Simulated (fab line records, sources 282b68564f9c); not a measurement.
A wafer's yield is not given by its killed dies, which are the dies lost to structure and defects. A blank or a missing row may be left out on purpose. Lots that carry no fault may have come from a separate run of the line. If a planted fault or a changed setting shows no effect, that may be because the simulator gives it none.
Shared-tool check :: flow rit_cmos :: 14 lots and 42 wafers in the sample

REASON FOR OPENING
2 of 14 lots carry a flag on the reading GATE_POLY_THK at RIT_GATE_THK_MEAS_09. Fault-free wafers read 251.8 nm, with a standard deviation of 2.1.
Rule: a lot is flagged in two cases, either no wafer of it has a number, or all its wafers with numbers fall more than 4 standard deviations from that mean. The other lots count as sound.

lot: L234
measured: day 2 14:12
on: film_metro-04
GATE_POLY_THK (nm), wafer by wafer: 253.4 254.2 252.4
flag: 

lot: L235
measured: day 2 21:19
on: film_metro-03
GATE_POLY_THK (nm), wafer by wafer: 247.1 247.9 250.4
flag: 

lot: L236
measured: day 3 03:11
on: film_metro-02
GATE_POLY_THK (nm), wafer by wafer: 255.1 254.7 253.8
flag: 

lot: L237
measured: day 3 06:37
on: film_metro-02
GATE_POLY_THK (nm), wafer by wafer: 255.1 253.3 252.9
flag: 

lot: L238
measured: day 3 10:49
on: film_metro-03
GATE_POLY_THK (nm), wafer by wafer: 252.0 251.0 250.5
flag: 

lot: L240
measured: day 3 22:17
on: film_metro-03
GATE_POLY_THK (nm), wafer by wafer: 250.6 250.1 249.6
flag: 

lot: L241
measured: day 4 10:27
on: film_metro-02
GATE_POLY_THK (nm), wafer by wafer: 246.4 245.8 245.6
flag: 

lot: L242
measured: day 4 11:11
on: film_metro-03
GATE_POLY_THK (nm), wafer by wafer: 249.9 250.4 252.0
flag: 

lot: L243
measured: day 4 13:26
on: film_metro-04
GATE_POLY_THK (nm), wafer by wafer: 251.7 250.8 251.9
flag: 

lot: L244
measured: day 4 19:39
on: film_metro-04
GATE_POLY_THK (nm), wafer by wafer: 253.8 250.1 250.7
flag: 

lot: L246
measured: day 5 04:13
on: film_metro-03
GATE_POLY_THK (nm), wafer by wafer: 253.6 252.5 253.8
flag: 

lot: L248
measured: day 5 13:43
on: film_metro-04
GATE_POLY_THK (nm), wafer by wafer: 309.1 307.9 310.3
flag: FLAGGED

lot: L249
measured: day 5 20:44
on: film_metro-02
GATE_POLY_THK (nm), wafer by wafer: 309.1 309.6 310.6
flag: FLAGGED

lot: L254
measured: day 6 20:45
on: film_metro-03
GATE_POLY_THK (nm), wafer by wafer: 254.8 251.8 252.6
flag: 
Average over the flagged lots: 309.4 nm; offset from the usual +57.6 nm, equal to +27 standard deviations.

WHICH TOOL EACH LOT WENT THROUGH
The record keeps 1 process step preceding the reading, out of 202 steps on the route. Cell contents, in order: the tool; ch with the chambers the sampled wafers went through; the start.
lot: L234
flag: 
RIT_GATE_CVD_08: lpcvd-02 ch 1, day 2 12:35

lot: L235
flag: 
RIT_GATE_CVD_08: lpcvd-02 ch 1, day 2 19:42

lot: L236
flag: 
RIT_GATE_CVD_08: lpcvd-02 ch 0, day 3 01:33

lot: L237
flag: 
RIT_GATE_CVD_08: lpcvd-02 ch 1, day 3 04:59

lot: L238
flag: 
RIT_GATE_CVD_08: lpcvd-02 ch 0, day 3 09:13

lot: L240
flag: 
RIT_GATE_CVD_08: lpcvd-02 ch 1, day 3 20:41

lot: L241
flag: 
RIT_GATE_CVD_08: lpcvd-01 ch 0, day 4 08:50

lot: L242
flag: 
RIT_GATE_CVD_08: lpcvd-02 ch 0, day 4 09:34

lot: L243
flag: 
RIT_GATE_CVD_08: lpcvd-02 ch 0, day 4 11:49

lot: L244
flag: 
RIT_GATE_CVD_08: lpcvd-02 ch 0, day 4 18:01

lot: L246
flag: 
RIT_GATE_CVD_08: lpcvd-02 ch 0, day 5 02:36

lot: L248
flag: FLAGGED
RIT_GATE_CVD_08: lpcvd-02 ch 0, day 5 12:05

lot: L249
flag: FLAGGED
RIT_GATE_CVD_08: lpcvd-02 ch 0, day 5 19:08

lot: L254
flag: 
RIT_GATE_CVD_08: lpcvd-01 ch 0, day 6 19:08
What these steps do:
- RIT_GATE_CVD_08: deposits poly-Si from SiH4, target thk 250 nm, time 2220 s.
- RIT_GATE_THK_MEAS_09

FLAGGED AGAINST TOTAL, ONE TOOL AT A TIME (gauges that did the reading follow at the end)
step: RIT_GATE_CVD_08
tool: lpcvd-01
lots run: 2
flagged: 0
share of the flagged lots: none
sound lots run after its first flagged lot: -

step: RIT_GATE_CVD_08
tool: lpcvd-02
lots run: 12
flagged: 2
share of the flagged lots: all
sound lots run after its first flagged lot: 0

step: RIT_GATE_THK_MEAS_09
tool: film_metro-02
lots run: 4
flagged: 1
share of the flagged lots: some
sound lots run after its first flagged lot: 0

step: RIT_GATE_THK_MEAS_09
tool: film_metro-03
lots run: 6
flagged: 0
share of the flagged lots: none
sound lots run after its first flagged lot: -

step: RIT_GATE_THK_MEAS_09
tool: film_metro-04
lots run: 4
flagged: 1
share of the flagged lots: some
sound lots run after its first flagged lot: 0

WHAT IS ALLOWED BY THE TABLE
1 row of the table ran every flagged lot: lpcvd-02 at RIT_GATE_CVD_08.
- lpcvd-02 at RIT_GATE_CVD_08: 2 of its 12 lots flagged. Its last sound lot is L246 (day 5 02:36), its first flagged lot L248 (day 5 12:05): a fault that began between those two fits. Its own readings (pressure_mtorr) fall more than 4 standard deviations out on all wafers of the flagged lots.
One tool is left: lpcvd-02 at RIT_GATE_CVD_08.

WHAT THE SIMULATOR HAD INSERTED
lpcvd-02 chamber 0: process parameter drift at RIT_GATE_CVD_08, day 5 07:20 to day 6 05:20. Setting pressure_mtorr, moved by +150, from 300. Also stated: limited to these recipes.
Lots struck among those shown: L248, L249. The rule above reached the same finding.
